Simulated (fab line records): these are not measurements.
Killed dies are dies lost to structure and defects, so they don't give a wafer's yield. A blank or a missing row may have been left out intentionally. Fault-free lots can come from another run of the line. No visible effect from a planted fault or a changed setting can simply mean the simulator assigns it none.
Struck lot and sound lot, side by side / flow berkeley cmos170 / 14 out of 331 route steps
Sound: these wafers, L960.2, L960.3, L960.5. Wafers L970.1, L970.5, L970.6 were the ones struck. At the end, the cause is stated.
Order at every step that has rows: each side's tool, ch and its chambers, its first start. Under that, the readings that differ: sound wafers / struck wafers / difference of the means / sigmas: that difference in standard deviations of wafers without a fault.
alike: readings whose means differ by less than 2 such deviations, and words and numbers that are the same on both sides. not compared: withheld readings, readings that some wafer has no value for, bounds like >300 that may hide the same value, and numbers for which the record gives no deviation and whose values overlap.
The two part at a step that has a row with sigmas, a row that says differs or no value, or rows on one side only. Numbers that have no deviation but don't overlap get no sigmas and don't part them. A reading missing from all wafers of one side parts the sides only when that side holds two or more wafers.

UCB170_NLDD_STRIP_10: strips in O2.
  sound on plasma asher-01 ch 1, day 7 20:39; struck on plasma asher-02 ch 0,1, day 9 12:16
  alike: chamber pressure mTorr, drypump motor current A, oes product au, strip time to endpoint s
  not compared: rf hours counter h
UCB170_NLDD_TW_MEAS_11:
  sound on film metro-01 at day 7 20:46; struck on film metro-01 at day 9 12:22
  alike: NLDD_TW
then, 1 step without rows for these wafers: UCB170_NLDD_CLEAN_12 (cleans in SPM, time 600 s).
UCB170_SPACER_CVD_00: deposits SiO2 from TEOS/O2, target thk 376 nm, time 47 s.
  sound on pecvd-01 ch 1,2, day 7 23:31; struck on pecvd-01 ch 0,1, day 9 12:36
  alike: heater power w
UCB170_SPACER_THK_MEAS_01:
  sound on film metro-02 at day 7 23:35; struck on film metro-02 at day 9 12:39
  alike: SPACER_TEOS_THK
then, 1 step without rows for these wafers: UCB170_SPACER_ANNEAL_02 (time 1800 s).
UCB170_SPACER_ETCHBACK_03: etches SiO2 in CHF3/CF4/Ar, stops on Si, target depth 376 nm, time 100 s.
  sound on rie diel-02 ch 1,3, day 8 01:08; struck on rie diel-01 ch 1,2,3, day 9 18:44
  alike: CHF3_flow_sccm, chamber pressure mTorr, drypump motor current A, oes product au, throttle valve pct
  not compared: rf hours counter h
then, 5 steps without rows for these wafers: UCB170_PSD_HMDS_00 (prime time 60 s); UCB170_PSD_COAT_01 (resist thk 900 nm); UCB170_PSD_SOFTBAKE_02 (time 60 s); UCB170_PSD_EXPOSE_03 (exposes mask PSELECT MOD, target cd 1200 nm); UCB170_PSD_PEB_04.
UCB170_PSD_DEVELOP_05: develop time 45 s.
  sound on litho track-02 ch 0, day 8 02:00; struck on litho track-02, day 9 19:00
  no value came back on the struck wafers for chill plate temp C (C), develop time s (s), exhaust pa (Pa); on the sound wafers chill plate temp C (C) reads 23.12 23.03 23.03
reading=model.KrF_of_PSD_COAT_01.thk nm (nm); sound=886 884.5 885.2; struck=901.4 901.1 900.2; difference=+15.7; sigmas=
UCB170_PSD_CD_MEAS_06: target cd 1200 nm.
  sound on cd sem-01 at day 8 02:23; struck on cd sem-01 at day 9 19:59
reading=cd nm (nm); sound=1200.3 1200.0 1200.8; struck=- - -; difference=no value on the struck wafers; sigmas=

WHERE THEY PART
Last at UCB170_PSD_CD_MEAS_06 as far as this record goes, first at UCB170_PSD_DEVELOP_05.

WHY: whatever the simulator had introduced
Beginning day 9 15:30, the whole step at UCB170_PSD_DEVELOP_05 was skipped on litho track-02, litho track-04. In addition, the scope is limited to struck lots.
